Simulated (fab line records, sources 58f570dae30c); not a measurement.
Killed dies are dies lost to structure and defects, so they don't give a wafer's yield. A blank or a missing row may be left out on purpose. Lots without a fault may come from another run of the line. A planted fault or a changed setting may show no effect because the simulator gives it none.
Which tool did it? | flow berkeley_cmos170 | 7 lots, 21 wafers sampled, at 3 steps of a route of 331

WHAT THE GAUGES READ, wafer by wafer
UCB170_WELLDRIVE_THK_MEAS_02.
lot  | measured    | on            | WELLDRIVE_OXIDE_THK (nm)
L953 | day 3 16:46 | film_metro-01 | 207 207 205
L955 | day 4 17:08 | film_metro-02 | 204 205 206
L957 | day 4 17:08 | film_metro-01 | 216 213 216
L965 | day 6 14:58 | film_metro-01 | 162 164 162
L968 | day 7 07:40 | film_metro-02 | 209 208 208
L970 | day 8 00:25 | film_metro-01 | 216 217 215
L973 | day 8 08:00 | film_metro-02 | 212 215 215

WHICH TOOL RAN EACH LOT (tool, then ch and the chambers of the sampled wafers, then the start)
lot  | UCB170_ZERO_STRIP_07                | UCB170_WELLDRIVE_OXIDATION_01
L953 | plasma_asher-01 ch 0,1, day 1 23:46 | furnace-02 ch 0, day 3 13:15
L955 | plasma_asher-01 ch 0,1, day 2 15:17 | furnace-01 ch 0, day 4 13:38
L957 | plasma_asher-04 ch 0, day 2 15:38   | furnace-01 ch 0, day 4 13:38
L965 | plasma_asher-04 ch 0,1, day 4 13:15 | furnace-02 ch 0, day 6 11:28
L968 | plasma_asher-01 ch 0,1, day 5 06:52 | furnace-04 ch 0, day 7 04:10
L970 | plasma_asher-01 ch 0,1, day 5 18:01 | furnace-01 ch 0, day 7 20:54
L973 | plasma_asher-03 ch 0,1, day 6 09:13 | furnace-01 ch 0, day 8 04:30
- UCB170_ZERO_STRIP_07: strips in O2.
- UCB170_WELLDRIVE_OXIDATION_01: target thk 199 nm, ox time 9000 s.

THE ANSWER, worked out from the rows above alone
Rule: what is usual is taken from the lots themselves. Put in order of their means at a reading, lots are off if they are a third of the lots or fewer, leave a main group of 4 or more, and stand apart from it by a gap of 3 or more times the standard deviation of the main group's means; of several such gaps the widest counts. A main group whose means are all the same, to the digits that the tables above print for the reading, isn't used. A lot without any number at a reading at which 4 lots or more have one is off too. The other lots that the step has rows for count as sound.
Off: L965, at UCB170_WELLDRIVE_THK_MEAS_02 (WELLDRIVE_OXIDE_THK). The main group: mean 211 nm, standard deviation 4.4.
A tool fits if, at a process step before that reading, it ran every lot that is off, and no sound lot after the first of them. The gauges at UCB170_WELLDRIVE_THK_MEAS_02 are tried like those tools. Can't be told from this: 2 tools fit, plasma_asher-04 at UCB170_ZERO_STRIP_07, furnace-02 at UCB170_WELLDRIVE_OXIDATION_01.

WHAT THE SIMULATOR HAD PUT IN
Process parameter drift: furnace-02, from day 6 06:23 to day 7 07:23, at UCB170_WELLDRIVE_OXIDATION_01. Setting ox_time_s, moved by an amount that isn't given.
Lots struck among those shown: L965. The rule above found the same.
